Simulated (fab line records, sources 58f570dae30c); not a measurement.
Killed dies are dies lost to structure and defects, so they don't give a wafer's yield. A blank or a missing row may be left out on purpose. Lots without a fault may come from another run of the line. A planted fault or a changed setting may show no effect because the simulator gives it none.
Chamber matching | flow berkeley_cmos170 | UCB170_M3_ETCH_17 on rie_diel-01: 4 sister chambers
The step etches BARC in N2/H2. 14 wafers are shown with their chamber, then 7 later ones without.

WAFERS WITH THEIR CHAMBER
wafer  | chamber | throttle_valve_pct (%) | drypump_motor_current_A (A) | oes_product_au (a.u.)
L154.1 | 3       | 13.49                  | 4.7                         | 1.004
L154.2 | 2       | 13.45                  | 5.9                         | 0.994
L154.6 | 3       | 13.50                  | 4.8                         | 1.011
L159.2 | 3       | 13.50                  | 4.8                         | 1.018
L159.4 | 1       | 13.09                  | 5.6                         | 1.038
L159.5 | 1       | 13.08                  | 5.6                         | 1.026
L165.1 | 0       | 13.06                  | 5.7                         | 0.983
L165.2 | 3       | 13.49                  | 4.8                         | 1.003
L165.5 | 1       | 13.08                  | 5.6                         | 1.021
L168.1 | 3       | 13.50                  | 4.8                         | 1.019
L168.3 | 0       | 13.04                  | 5.7                         | 0.984
L168.4 | 1       | 13.08                  | 5.6                         | 1.037
L169.1 | 1       | 13.08                  | 5.5                         | 1.028
L169.2 | 0       | 13.05                  | 5.7                         | 0.987

SIGNATURES (means of the wafers above)
reading                 | chamber 0 | chamber 1 | chamber 2 | chamber 3 | scatter within a chamber
throttle_valve_pct      | 13.0500   | 13.0820   | 13.4500   | 13.4960   | 0.00632
drypump_motor_current_A | 5.700     | 5.580     | 5.900     | 4.780     | 0.04
oes_product_au          | 0.98467   | 1.03000   | 0.99400   | 1.01100   | 0.0067
Rule: a wafer's distance from a chamber is the root of the sum, over the readings, of the square of ((its reading less the chamber's mean) divided by the reading's scatter). The wafer belongs to the nearest chamber; if the next one is less than 2 further off, it can't be placed. The scatter: the root of (the sum of the squares of (reading less its chamber's mean) over the shown wafers, divided by (wafers less chambers)).

WAFERS WITHOUT THEIR CHAMBER
wafer  | throttle_valve_pct (%) | drypump_motor_current_A (A) | oes_product_au (a.u.)
L169.4 | 13.46                  | 5.9                         | 0.997
L172.4 | 13.10                  | 5.6                         | 1.022
L172.5 | 13.51                  | 4.7                         | 1.020
L172.6 | 13.46                  | 5.9                         | 1.008
L173.2 | 13.04                  | 5.7                         | 0.981
L173.4 | 13.06                  | 5.6                         | 1.034
L173.6 | 13.02                  | 5.7                         | 0.977

WHICH CHAMBER EACH WENT THROUGH
wafer  | from the rows above | in truth
L169.4 | 2                   | 2
L172.4 | 1                   | 1
L172.5 | 3                   | 3
L172.6 | 2                   | 2
L173.2 | 0                   | 0
L173.4 | 1                   | 1
L173.6 | 0                   | 0
Placed correctly: 7 of 7. Can't be placed from these rows: 0. Placed wrongly: 0.
